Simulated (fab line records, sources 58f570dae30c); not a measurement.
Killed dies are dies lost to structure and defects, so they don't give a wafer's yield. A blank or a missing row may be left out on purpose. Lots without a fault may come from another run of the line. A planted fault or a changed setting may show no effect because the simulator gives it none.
Which tool did it? | flow berkeley_cmos170 | 15 lots, 45 wafers sampled, at 5 steps of a route of 331

WHAT THE GAUGES READ, wafer by wafer
UCB170_START_BOW_MEAS_00. Usual: INCOMING_BOW 0 um, standard deviation 6.2.
lot  | measured    | on            | INCOMING_BOW (um) | flag
L477 | day 1 15:04 | film_metro-03 | 1 0 3             |
L478 | day 1 20:01 | film_metro-03 | 11 -7 14          |
L479 | day 2 01:00 | film_metro-02 | 0 4 -7            |
L481 | day 2 11:00 | film_metro-01 | 4 -3 -6           |
L482 | day 2 16:00 | film_metro-01 | -12 5 0           |
L484 | day 3 02:01 | film_metro-03 | -15 6 4           |
L486 | day 3 12:12 | film_metro-02 | -1 10 2           |
L488 | day 3 22:00 | film_metro-02 | 7 -15 8           |
L491 | day 4 13:00 | film_metro-01 | -3 3 -9           |
L492 | day 4 18:05 | film_metro-02 | -1 7 2            |
L493 | day 4 23:00 | film_metro-03 | -4 11 1           |
L496 | day 5 14:00 | film_metro-01 | -3 14 -2          |
L497 | day 5 19:00 | film_metro-01 | 1 8 -8            |
L498 | day 6 00:04 | film_metro-03 | -2 3 -1           |
L499 | day 6 05:00 | film_metro-03 | 3 -8 12           |

UCB170_PLDD_TW_MEAS_11. Usual: PLDD_TW 1007, standard deviation 4.9.
lot  | measured     | on            | PLDD_TW        | flag
L477 | day 6 23:02  | film_metro-02 | 1009 1011 1013 |
L478 | day 6 22:48  | film_metro-03 | 1007 1004 1011 |
L479 | day 7 05:16  | film_metro-02 | 1003 1006 1002 |
L481 | day 8 02:10  | film_metro-03 | 1012 1014 1010 |
L482 | day 8 10:06  | film_metro-02 | 1017 1010 1005 |
L484 | day 8 09:43  | film_metro-03 | 1007 1011 1010 |
L486 | day 10 01:04 | film_metro-01 | 1002 1001 1004 |
L488 | day 10 03:19 | film_metro-03 | 1151 1147 1142 | OFF
L491 | day 10 14:26 | film_metro-03 | 1015 1009 1004 |
L492 | day 10 23:20 | film_metro-03 | 1148 1147 1146 | OFF
L493 | day 10 23:33 | film_metro-01 | 1140 1130 1139 | OFF
L496 | day 11 15:44 | film_metro-01 | 1006 1004 1003 |
L497 | day 12 05:29 | film_metro-01 | 998 994 1003   |
L498 | day 12 05:16 | film_metro-02 | 1017 1016 1018 |
L499 | day 12 04:59 | film_metro-01 | 997 1000 1001  |

UCB170_SDANNEAL_RS_MEAS_04: measures by four-point-probe. Usual: PLDD_RS 1030.4 ohm/sq, standard deviation 2.7.
lot  | measured     | on            | PLDD_RS (ohm/sq)     | flag
L477 | day 7 13:23  | film_metro-02 | 1030.3 1030.0 1028.9 |
L478 | day 7 12:49  | film_metro-02 | 1031.9 1031.2 1031.1 |
L479 | day 8 00:29  | film_metro-01 | 1031.8 1028.4 1028.5 |
L481 | day 8 15:14  | film_metro-03 | 1026.9 1032.4 1030.6 |
L482 | day 9 05:31  | film_metro-03 | 1030.6 1029.8 1030.2 |
L484 | day 9 05:14  | film_metro-01 | 1029.2 1025.5 1027.1 |
L486 | day 10 13:31 | film_metro-02 | 1034.7 1033.5 1032.0 |
L488 | day 10 13:40 | film_metro-03 | 756.7 755.4 756.3    | OFF
L491 | day 11 06:21 | film_metro-02 | 1031.1 1031.0 1033.3 |
L492 | day 11 16:01 | film_metro-02 | 755.0 757.4 757.7    | OFF
L493 | day 11 17:14 | film_metro-01 | 756.8 756.2 753.6    | OFF
L496 | day 12 03:34 | film_metro-01 | 1026.7 1025.8 1027.9 |
L497 | day 12 23:51 | film_metro-01 | 1027.1 1027.5 1028.1 |
L498 | day 12 23:56 | film_metro-02 | 1030.2 1029.8 1028.9 |
L499 | day 13 00:20 | film_metro-01 | 1036.9 1034.9 1034.6 |

WHICH TOOL RAN EACH LOT (tool, then ch and the chambers of the sampled wafers, then the start)
lot  | UCB170_PLDD_IMPLANT_09          | UCB170_NSD_STRIP_09
L477 | implanter-03 ch 0, day 6 22:50  | plasma_asher-02 ch 0,1, day 7 11:43
L478 | implanter-01 ch 0, day 6 22:34  | plasma_asher-02 ch 0,1, day 7 11:23
L479 | implanter-02 ch 0, day 7 05:01  | plasma_asher-03 ch 0,1, day 7 19:47
L481 | implanter-01 ch 0, day 8 01:55  | plasma_asher-02 ch 0,1, day 8 13:43
L482 | implanter-01 ch 0, day 8 09:51  | plasma_asher-04 ch 0,1, day 9 04:05
L484 | implanter-01 ch 0, day 8 09:29  | plasma_asher-03 ch 0,1, day 9 03:46
L486 | implanter-02 ch 0, day 10 00:51 | plasma_asher-03 ch 0,1, day 10 12:00
L488 | implanter-03 ch 0, day 10 02:44 | plasma_asher-02 ch 0,1, day 10 12:14
L491 | implanter-03 ch 0, day 10 14:11 | plasma_asher-03 ch 0,1, day 11 02:59
L492 | implanter-02 ch 0, day 10 22:43 | plasma_asher-02 ch 0,1, day 11 14:23
L493 | implanter-01 ch 0, day 10 22:59 | plasma_asher-02 ch 0,1, day 11 15:02
L496 | implanter-01 ch 0, day 11 15:29 | plasma_asher-02 ch 0,1, day 12 01:53
L497 | implanter-02 ch 0, day 12 05:14 | plasma_asher-03 ch 0,1, day 12 22:16
L498 | implanter-01 ch 0, day 12 05:03 | plasma_asher-02 ch 0,1, day 12 22:07
L499 | implanter-02 ch 0, day 12 04:44 | plasma_asher-04 ch 0,1, day 12 22:20
- UCB170_PLDD_IMPLANT_09
- UCB170_NSD_STRIP_09: strips in O2.

WHAT THE TOOLS THEMSELVES READ (means of the sampled wafers that have a number; where no wafer has one, the mark that the record gives instead)
UCB170_PLDD_IMPLANT_09. Usual: beam_on_s 9.98 s, standard deviation 0.19.
lot  | tool         | beam_on_s (s) | flag
L477 | implanter-03 | 10.07         |
L478 | implanter-01 | 10.01         |
L479 | implanter-02 | 10.09         |
L481 | implanter-01 | 9.83          |
L482 | implanter-01 | 10.01         |
L484 | implanter-01 | 9.84          |
L486 | implanter-02 | 9.96          |
L488 | implanter-03 | 10.12         |
L491 | implanter-03 | 10.04         |
L492 | implanter-02 | 9.91          |
L493 | implanter-01 | 9.91          |
L496 | implanter-01 | 9.88          |
L497 | implanter-02 | 10.01         |
L498 | implanter-01 | 9.91          |
L499 | implanter-02 | 9.93          |

UCB170_NSD_STRIP_09. Usual: drypump_motor_current_A 5.8 A, standard deviation 0.36; oes_product_au 0.534 a.u., standard deviation 0.0042; strip_time_to_endpoint_s 35.84 s, standard deviation 0.062.
lot  | tool            | drypump_motor_current_A (A) | oes_product_au (a.u.) | strip_time_to_endpoint_s (s) | flag
L477 | plasma_asher-02 | 5.7                         | 0.531                 | 35.90                        |
L478 | plasma_asher-02 | 5.7                         | 0.532                 | 35.82                        |
L479 | plasma_asher-03 | 5.4                         | 0.533                 | 35.86                        |
L481 | plasma_asher-02 | 5.7                         | 0.535                 | 35.74                        |
L482 | plasma_asher-04 | 5.9                         | 0.532                 | 35.83                        |
L484 | plasma_asher-03 | 5.7                         | 0.534                 | 35.88                        |
L486 | plasma_asher-03 | 5.7                         | 0.531                 | 35.82                        |
L488 | plasma_asher-02 | 6.0                         | 0.531                 | 35.87                        |
L491 | plasma_asher-03 | 5.5                         | 0.534                 | 35.84                        |
L492 | plasma_asher-02 | 6.0                         | 0.534                 | 35.84                        |
L493 | plasma_asher-02 | 5.7                         | 0.535                 | 35.79                        |
L496 | plasma_asher-02 | 6.0                         | 0.535                 | 35.87                        |
L497 | plasma_asher-03 | 5.4                         | 0.534                 | 35.88                        |
L498 | plasma_asher-02 | 5.7                         | 0.531                 | 35.81                        |
L499 | plasma_asher-04 | 5.9                         | 0.534                 | 35.85                        |

THE ANSWER, worked out from the rows above alone
Rule: a lot is off if the mean of its wafers that have a number lies more than 3 standard deviations from the usual mean. A lot without any number at a reading at which 4 lots or more have one is off too. The other lots that the step has rows for count as sound. The gauges are gone through in route order, then the tools' own readings, and for those a lot's mean is taken as printed above. The first step at which some lot is off is used, and at that step the reading that is off furthest; a lot without a number counts as furthest.
Off: L488, L492, L493, at UCB170_PLDD_TW_MEAS_11 (PLDD_TW).
A tool fits if, at a process step before that reading, it ran every lot that is off, and no sound lot after the first of them. The gauges at UCB170_PLDD_TW_MEAS_11 are tried like those tools. None of those tried fits.

WHAT THE SIMULATOR HAD PUT IN
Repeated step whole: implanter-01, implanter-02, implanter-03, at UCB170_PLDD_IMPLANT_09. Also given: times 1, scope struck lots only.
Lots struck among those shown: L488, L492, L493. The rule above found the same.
